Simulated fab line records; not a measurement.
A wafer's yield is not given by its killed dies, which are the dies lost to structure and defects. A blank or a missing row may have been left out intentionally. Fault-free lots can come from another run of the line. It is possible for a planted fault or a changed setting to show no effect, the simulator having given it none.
Comparing a struck lot with a sound one + flow rit-cmos + 21 steps out of a route of 202
Sound: these wafers, L257.2, L257.5, L257.6. Wafers struck: L264.3, L264.4, L264.5. At the end, the cause is stated.
Per side, at each step with rows, come the tool, then ch with its chambers, and then its first start. Under that, the readings that differ: sound wafers + struck wafers + difference of the means + sigmas: that difference in standard deviations of wafers without a fault.
alike: words and numbers the same on both sides, and readings whose means are apart by under 2 such deviations; not compared: readings that were withheld, readings missing a value for some wafer, numbers with overlapping values and no deviation given by the record, and bounds like >300 which may hide the same value.
Wherever a step has rows on one side only, a row that says differs or no value, or a row with sigmas, the two part there. Non-overlapping numbers with no deviation appear without sigmas and do not part them. A reading missing from all wafers of one side parts the sides only when that side holds two or more wafers.

RIT_GATE_CD_MEAS_16: the cd target is 150 nm.
  sound on cd-sem-02, day 3 17:27; struck on cd-sem-02, day 5 10:22
  alike: cd-nm
RIT_GATE_OVL_MEAS_17:
  sound on overlay-02, day 3 17:34; struck on overlay-01, day 5 10:28
| reading       | sound          | struck      | difference | sigmas |
|---------------|----------------|-------------|------------|--------|
| GATE_OVL (nm) | -0.6 -0.9 -1.4 | 1.6 2.3 2.8 | +3.2       | +3     |
then, 1 step without rows for these wafers: RIT_GATE_HARDBAKE_18 (time 60 s).
RIT_GATE_ETCH_19: etches poly-Si in SF6/CHF3/O2, stops on SiO2, time 165 s, target depth 312.5 nm.
  sound on rie-si-01 ch 2,3, day 3 17:44; struck on rie-si-02 ch 1,3, day 5 10:38
  alike: SF6_flow_sccm, drypump-motor-current-A, oes-product-au, throttle-valve-pct
  not compared: rf-hours-counter-h
RIT_GATE_STRIP_20: strips in O2, time 180 s.
  sound on plasma-asher-01 ch 0,1, day 3 17:51; struck on plasma-asher-04 ch 0,1, day 5 10:48
  alike: drypump-motor-current-A
  not compared: rf-hours-counter-h
RIT_GATE_CD_MEAS_90: the cd target is 150 nm.
  sound on cd-sem-01, day 3 18:02; struck on cd-sem-01, day 5 10:58
  alike: cd-nm
then, 4 steps without rows for these wafers: RIT_REOX_CLEAN_00 (cleans in SC1, time 600 s); RIT_REOX_CLEAN_01 (cleans in dHF, time 30 s); RIT_REOX_CLEAN_02 (cleans in SC2, time 584.9 s); RIT_REOX_OXIDATION_03 (target thk 25.2 nm, ox time 5580 s).
RIT_REOX_THK_MEAS_04:
  sound on film-metro-01, day 3 21:11; struck on film-metro-03, day 5 15:29
  alike: REOX_OXIDE_THK
then, 1 step without rows for these wafers: RIT_NLDD_HMDS_00 (prime time 60 s).
RIT_NLDD_COAT_01: resist thk 1000 nm.
  sound on litho-track-03 ch 0, day 3 21:25; struck on litho-track-03 ch 0, day 5 15:44
| reading                                   | sound           | struck         | difference | sigmas |
|-------------------------------------------|-----------------|----------------|------------|--------|
| model.NOVOLAK_of_NLDD_COAT_01.thk-nm (nm) | 996.2 993 993.3 | 1232 1232 1231 | +238       |        |
then, 4 steps without rows for these wafers: RIT_NLDD_SOFTBAKE_02 (time 60 s); RIT_NLDD_EXPOSE_03 (exposes mask M7, target cd 40700 nm); RIT_NLDD_PEB_04; RIT_NLDD_DEVELOP_05 (develop time 50 s).
RIT_NLDD_OVL_MEAS_06:
  sound on overlay-01, day 3 22:20; struck on overlay-02, day 5 16:23
  alike: NLDD_OVL
RIT_NLDD_HARDBAKE_07: time 60 s.
  sound on litho-track-01 ch 0, day 3 22:23; struck on litho-track-04 ch 0, day 5 16:28
| reading                                   | sound           | struck         | difference | sigmas |
|-------------------------------------------|-----------------|----------------|------------|--------|
| model.NOVOLAK_of_NLDD_COAT_01.thk-nm (nm) | 880.5 877.6 878 | 1087 1087 1086 | +208       |        |
after that, 1 step had no rows for these wafers: RIT_NLDD_IMPLANT_08.
RIT_M1_PROBE_99:
  sound on prober-02, day 4 15:51; struck on prober-01, day 6 09:38
  alike: killed-at-contacts, killed-at-front-end, killed-dies, killed-open, killed-short

WHERE THEY PART
At RIT_GATE_OVL_MEAS_17 and nowhere else, as far as this record goes. Later steps at which nothing parts them and some readings are alike: RIT_GATE_ETCH_19, RIT_GATE_STRIP_20, RIT_GATE_CD_MEAS_90, RIT_REOX_THK_MEAS_04, RIT_NLDD_OVL_MEAS_06, RIT_M1_PROBE_99.

WHY: whatever the simulator had introduced
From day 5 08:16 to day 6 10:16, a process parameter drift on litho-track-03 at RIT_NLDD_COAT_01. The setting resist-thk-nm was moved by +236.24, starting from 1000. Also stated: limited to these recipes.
